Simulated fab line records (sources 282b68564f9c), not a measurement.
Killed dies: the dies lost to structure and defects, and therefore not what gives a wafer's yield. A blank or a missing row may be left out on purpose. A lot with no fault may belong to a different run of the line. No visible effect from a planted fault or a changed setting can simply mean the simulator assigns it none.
Which of the tools did it?	flow ritCmos	10 lots, 30 wafers sampled, at 2 steps of a route of 202

## WHAT THE GAUGES SHOWED, per wafer
RIT_GATE_THK_MEAS_09. Usual: GATE_POLY_THK typically reads 249.8 nm, with standard deviation 2.3.
lot	measured	on	GATE_POLY_THK (nm)	flag
L448	day 2 22:21	filmMetro-01	250.7 253.6 251.5	
L449	day 3 04:04	filmMetro-01	247.2 247.7 247.5	
L459	day 4 22:17	filmMetro-02	268.6 270.6 270.7	OFF
L461	day 5 08:18	filmMetro-02	272.2 273.1 271.8	OFF
L462	day 5 14:07	filmMetro-02	254.8 250.1 250.5	
L463	day 5 21:56	filmMetro-02	247.6 247.5 247.6	
L464	day 6 00:00	filmMetro-02	250.6 250.8 251.9	
L466	day 6 12:01	filmMetro-01	249.5 248.9 250.5	
L467	day 6 14:52	filmMetro-01	250.5 249.6 247.9	
L468	day 6 18:59	filmMetro-02	250.6 252.4 253.2	

## WHICH TOOL RAN EACH LOT (tool, then ch and the chambers of the sampled wafers, then the start)
lot	RIT_GATE_CVD_08
L448	lpcvd-01 ch 1, day 2 20:44
L449	lpcvd-02 ch 0, day 3 02:23
L459	lpcvd-01 ch 0, day 4 20:40
L461	lpcvd-01 ch 1, day 5 06:40
L462	lpcvd-02 ch 1, day 5 12:29
L463	lpcvd-02 ch 0, day 5 20:17
L464	lpcvd-02 ch 1, day 5 22:23
L466	lpcvd-02 ch 0, day 6 09:35
L467	lpcvd-02 ch 0, day 6 12:26
L468	lpcvd-02 ch 1, day 6 17:22
- RIT_GATE_CVD_08: deposits poly-Si from SiH4, target thk 250 nm, time 2220 s.

## WHAT THE TOOLS THEMSELVES READ (means of the sampled wafers that have a number; where no wafer has one, the mark that the record gives instead)
RIT_GATE_CVD_08. Usual: susceptorTempC reads 610.05 C (standard deviation 0.27).
lot	tool	susceptorTempC (C)	flag
L448	lpcvd-01	610.05	
L449	lpcvd-02	610.28	
L459	lpcvd-01	610.26	
L461	lpcvd-01	610.32	
L462	lpcvd-02	609.92	
L463	lpcvd-02	610.25	
L464	lpcvd-02	609.90	
L466	lpcvd-02	610.03	
L467	lpcvd-02	609.93	
L468	lpcvd-02	610.35	

## THE ANSWER, worked out from the rows above alone
Rule: lot off if the mean of its wafers having a number is beyond 3 standard deviations from the usual mean. Also off: a lot with no number at a reading for which 4 or more lots have one. Where the step has rows for the other lots, those lots are counted as sound. After the gauges, taken in route order, come the tools' own readings; for these a lot's mean is taken, as printed above. The first step at which some lot is off is used, and at that step the reading that is off furthest; a lot without a number counts as furthest.
Off: L459, L461, at RIT_GATE_THK_MEAS_09 (GATE_POLY_THK).
A tool fits if, at a process step before that reading, it ran every lot that is off, and no sound lot after the first of them. Gauges at RIT_GATE_THK_MEAS_09: tried the same way as those tools. One fits: RIT_GATE_CVD_08 on lpcvd-01. A fault onset in the window from L448 (day 2 20:44, its last sound lot) to L459 (day 4 20:40, its first lot off) fits.

## WHAT THE SIMULATOR PUT IN
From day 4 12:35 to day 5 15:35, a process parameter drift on lpcvd-01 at RIT_GATE_CVD_08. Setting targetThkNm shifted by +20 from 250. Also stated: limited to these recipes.
Struck lots among those shown: L459, L461. The same result came from the rule above.
